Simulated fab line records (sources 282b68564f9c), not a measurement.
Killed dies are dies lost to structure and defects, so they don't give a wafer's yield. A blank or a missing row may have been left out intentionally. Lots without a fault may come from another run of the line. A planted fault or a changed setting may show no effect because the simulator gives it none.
2 desks, one fault | flow rit cmos | each desk holds nothing but its own numbers, with what lay behind them at the end

AT THE METROLOGY DESK
Means of the sampled wafers that have a number, per lot and without regard to the tool the lot ran on: this is what the gauges read. Any lot whose mean is over 4 standard deviations away from the usual mean is out of limits and marked OUT; that distance is given in the brackets.
Columns: A = SILICIDE_TI_RS at RIT_SILICIDE_RS_MEAS_02, usual 47.7 ohm/sq; B = CONTACT_TEOS_THK at RIT_CONTACT_THK_MEAS_01, usual 397 nm
lot  | first seen here | A    | B
L494 | day 3 07:20     | 48.2 | 402
L495 | day 3 10:32     | 47.4 | 395
L496 | day 3 14:14     | 47.8 | 400
L501 | day 4 17:25     | 48.3 | 604 (+42) OUT
L502 | day 4 19:41     | 48.2 | 395
L504 | day 5 08:26     | 46.6 | 463 (+13) OUT
L506 | day 5 15:45     | 47.9 | 390
L508 | day 6 01:18     | 47.1 | 399
L509 | day 6 07:55     | 46.5 | 393
L511 | day 6 15:50     | 47.5 | 399
L512 | day 6 20:26     | 47.4 | 399
L514 | day 7 06:44     | 47.8 | 397
L515 | day 7 11:47     | 46.8 | 394
L517 | day 7 21:36     | 47.8 | 395
This desk finds L501, L504 out of limits, with the earliest case on L501 at day 4 17:47 (CONTACT_TEOS_THK at RIT_CONTACT_THK_MEAS_01). L494, L495, L496, L502, L506, L508, L509, L511, L512, L514, L515, L517 stayed within limits.

FOR THE TOOL OWNER'S DESK: pecvd-02
The tool's own readings at RIT_CONTACT_CVD_00 (deposits SiO2 from TEOS, target thk 400 nm, time 61 s): means of the sampled wafers that have a number, for each lot that ran on this tool. Any lot whose mean is over 4 standard deviations away from the usual mean is out of limits and marked OUT; that distance is given in the brackets.
Columns: A = heater power w at RIT_CONTACT_CVD_00, usual 305 W; B = run length s at RIT_CONTACT_CVD_00, usual 88.9 s
lot  | first seen here | A   | B
L495 | day 3 10:56     | 334 | 88.9
L501 | day 4 17:43     | 285 | 120.4 (+59) OUT
L504 | day 5 08:47     | 333 | 99.2 (+19) OUT
This desk's finding: out of limits on L501, L504; first on L501, day 4 17:43 (run length s at RIT_CONTACT_CVD_00). L495 stayed within limits.

TAKEN TOGETHER
The tool owner's desk could have raised an alarm at day 4 17:43, on L501, L504.
L501, L504 would have let the metrology desk raise an alarm at day 4 17:47.
Of the lots named, all ran RIT_CONTACT_CVD_00 on pecvd-02.

WHAT WAS PUT IN BY THE SIMULATOR
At RIT_CONTACT_CVD_00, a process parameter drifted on pecvd-02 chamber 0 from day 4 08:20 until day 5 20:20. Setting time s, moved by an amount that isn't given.
Lots struck among those shown: L501, L504.
Hours from the fault's start to each desk's first reading out of limits: the tool owner's desk, 9; the metrology desk, 9.
